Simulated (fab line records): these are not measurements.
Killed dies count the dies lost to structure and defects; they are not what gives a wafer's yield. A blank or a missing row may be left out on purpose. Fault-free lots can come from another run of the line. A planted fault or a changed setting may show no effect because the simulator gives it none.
Which tool did it? -- flow berkeley cmos170 -- 13 lots with 39 wafers sampled at 5 steps, on a route of 331 steps

== WHAT EACH GAUGE READ, for each wafer ==
UCB170_NVT_OVL_MEAS_06. Usual: for NVT_OVL the level is -3 nm and the standard deviation is 5.2.
lot,measured,on,NVT_OVL (nm),flag
L979,day 6 07:50,overlay-01,-1 2 -6,
L981,day 6 15:49,overlay-02,-8 -15 -6,
L980,day 6 16:03,overlay-02,-4 -10 -5,
L982,day 7 07:38,overlay-02,-3 -1 -3,
L983,day 7 14:11,overlay-01,-3 -3 -4,
L984,day 7 14:27,overlay-02,-13 -11 -7,
L986,day 8 02:41,overlay-02,1 0 2,
L985,day 8 02:47,overlay-02,-1 -8 -4,
L987,day 8 08:30,overlay-02,1 -1 -4,
L993,day 9 06:21,overlay-01,291 287 287,OFF
L994,day 9 12:53,overlay-01,-6 -7 -7,
L995,day 9 13:03,overlay-01,291 287 287,OFF
L101,day 10 21:29,overlay-01,-4 -4 -4,

UCB170_GATE_CD_MEAS_90: target cd 350 nm. Usual: cd nm reads 350.2 nm (standard deviation 1.5).
lot,measured,on,cd nm (nm),flag
L979,day 7 07:04,cd sem-01,350.4 349.3 351.3,
L981,day 7 13:09,cd sem-02,349.8 350.5 350.0,
L980,day 7 13:25,cd sem-01,349.5 350.3 349.3,
L982,day 7 22:28,cd sem-01,349.6 349.6 350.3,
L983,day 8 11:59,cd sem-01,352.1 351.5 349.9,
L984,day 8 11:54,cd sem-02,351.2 348.8 350.6,
L986,day 8 20:24,cd sem-02,352.0 351.8 351.3,
L985,day 8 20:21,cd sem-01,347.6 348.5 348.2,
L987,day 9 04:01,cd sem-01,350.4 349.1 350.6,
L993,day 10 04:59,cd sem-02,351.1 351.2 349.7,
L994,day 10 05:06,cd sem-01,351.1 351.0 351.6,
L995,day 10 05:13,cd sem-01,351.3 353.9 352.6,
L101,day 11 14:37,cd sem-02,347.1 349.3 348.2,

UCB170_NLDD_CD_MEAS_06: target cd 1200 nm. Usual: cd nm reads 1200.0 nm (standard deviation 1.5).
lot,measured,on,cd nm (nm),flag
L979,day 7 12:09,cd sem-02,1200.0 1200.5 1201.7,
L981,day 7 23:13,cd sem-01,1198.6 1199.0 1198.9,
L980,day 7 23:02,cd sem-02,1197.0 1196.8 1196.2,
L982,day 8 03:48,cd sem-01,1199.1 1198.8 1200.6,
L983,day 8 17:23,cd sem-01,1200.5 1201.5 1200.6,
L984,day 8 17:05,cd sem-01,1198.7 1198.2 1199.5,
L986,day 9 02:19,cd sem-01,1201.8 1203.8 1201.4,
L985,day 9 02:02,cd sem-02,1198.6 1199.0 1200.0,
L987,day 9 07:44,cd sem-01,1201.3 1199.8 1201.2,
L993,day 10 09:20,cd sem-02,1200.2 1200.9 1200.9,
L994,day 10 10:20,cd sem-01,1198.8 1198.1 1199.1,
L995,day 10 11:31,cd sem-01,1203.7 1202.1 1201.6,
L101,day 11 18:56,cd sem-02,1200.3 1200.1 1201.3,

== WHICH TOOL RAN EACH LOT (tool, then ch and the chambers of the sampled wafers, then the start) ==
lot,UCB170_NVT_EXPOSE_03,UCB170_NVT_STRIP_08
L979,"krf scanner-02 ch 0, day 6 07:26","plasma asher-04 ch 0,1, day 6 08:01"
L981,"krf scanner-01 ch 0, day 6 15:26","plasma asher-01 ch 0,1, day 6 16:01"
L980,"krf scanner-01 ch 0, day 6 15:40","plasma asher-04 ch 0,1, day 6 16:14"
L982,"krf scanner-02 ch 0, day 7 07:15","plasma asher-02 ch 0,1, day 7 07:49"
L983,"krf scanner-02 ch 0, day 7 13:49","plasma asher-01 ch 0,1, day 7 14:22"
L984,"krf scanner-02 ch 0, day 7 13:54","plasma asher-04 ch 1, day 7 14:38"
L986,"krf scanner-02 ch 0, day 8 02:19","plasma asher-02 ch 0,1, day 8 02:52"
L985,"krf scanner-02 ch 0, day 8 02:24","plasma asher-01 ch 0,1, day 8 02:59"
L987,"krf scanner-02 ch 0, day 8 08:08","plasma asher-02 ch 0,1, day 8 08:42"
L993,"krf scanner-01 ch 0, day 9 05:58","plasma asher-01 ch 0,1, day 9 06:32"
L994,"krf scanner-02 ch 0, day 9 12:20","plasma asher-02 ch 0,1, day 9 13:04"
L995,"krf scanner-01 ch 0, day 9 12:35","plasma asher-01 ch 0,1, day 9 13:14"
L101,"krf scanner-02 ch 0, day 10 21:07","plasma asher-02 ch 0,1, day 10 21:41"
- UCB170_NVT_EXPOSE_03: exposes mask PWELL, target cd 3000 nm.
- UCB170_NVT_STRIP_08: strips in O2.

== AS READ BY THE TOOLS THEMSELVES (means over the sampled wafers that have a number; for cases with no such wafer, the mark the record gives instead) ==
UCB170_NVT_STRIP_08. Usual: drypump motor current A 5.9 A, standard deviation 0.52; o2 flow sccm 399.9 sccm, standard deviation 1.2; oes product au 0.735 a.u., standard deviation 0.0047; strip time to endpoint s 21.62 s, standard deviation 0.062.
lot,tool,drypump motor current A (A),o2 flow sccm (sccm),oes product au (a.u.),strip time to endpoint s (s),flag
L979,plasma asher-04,5.6,399.9,0.730,21.68,
L981,plasma asher-01,6.4,398.6,0.734,21.65,
L980,plasma asher-04,5.6,399.3,0.732,21.60,
L982,plasma asher-02,5.8,399.5,0.734,21.61,
L983,plasma asher-01,6.2,400.2,0.731,21.66,
L984,plasma asher-04,5.3,400.8,0.731,21.60,
L986,plasma asher-02,5.9,399.7,0.734,21.68,
L985,plasma asher-01,6.4,400.1,0.737,21.50,
L987,plasma asher-02,5.5,400.6,0.737,21.56,
L993,plasma asher-01,6.2,401.1,0.736,21.55,
L994,plasma asher-02,5.5,397.8,0.738,21.61,
L995,plasma asher-01,6.2,399.9,0.734,21.62,
L101,plasma asher-02,5.5,400.2,0.736,21.58,

== THE ANSWER, worked out from the rows above alone ==
Rule: lot off if the mean of its wafers having a number is beyond 3 standard deviations from the usual mean. A lot without any number at a reading at which 4 lots or more have one is off too. Where the step has rows for the other lots, those lots are counted as sound. First the gauges in route order, then the tools' own readings, where a lot's mean is used as printed above. At the first step where some lot is off, the reading lying furthest off is the one used; lots without a number count as furthest.
Off: at UCB170_NVT_OVL_MEAS_06 (NVT_OVL), L993, L995.
If a tool, at a process step before that reading, ran all the lots that are off and no sound lot after the first of them, it fits. The gauges at UCB170_NVT_OVL_MEAS_06 are tried like those tools. One fits: UCB170_NVT_EXPOSE_03 on krf scanner-01. A fault onset in the window from L980 (day 6 15:40, its last sound lot) to L993 (day 9 05:58, its first lot off) fits.

== WHAT HAD BEEN PUT IN BY THE SIMULATOR ==
Scanner matching overlay: krf scanner-01, from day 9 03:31 on, at UCB170_NVT_EXPOSE_03. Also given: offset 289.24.
Shown lots that were struck: L993, L995. Same finding as the rule above.
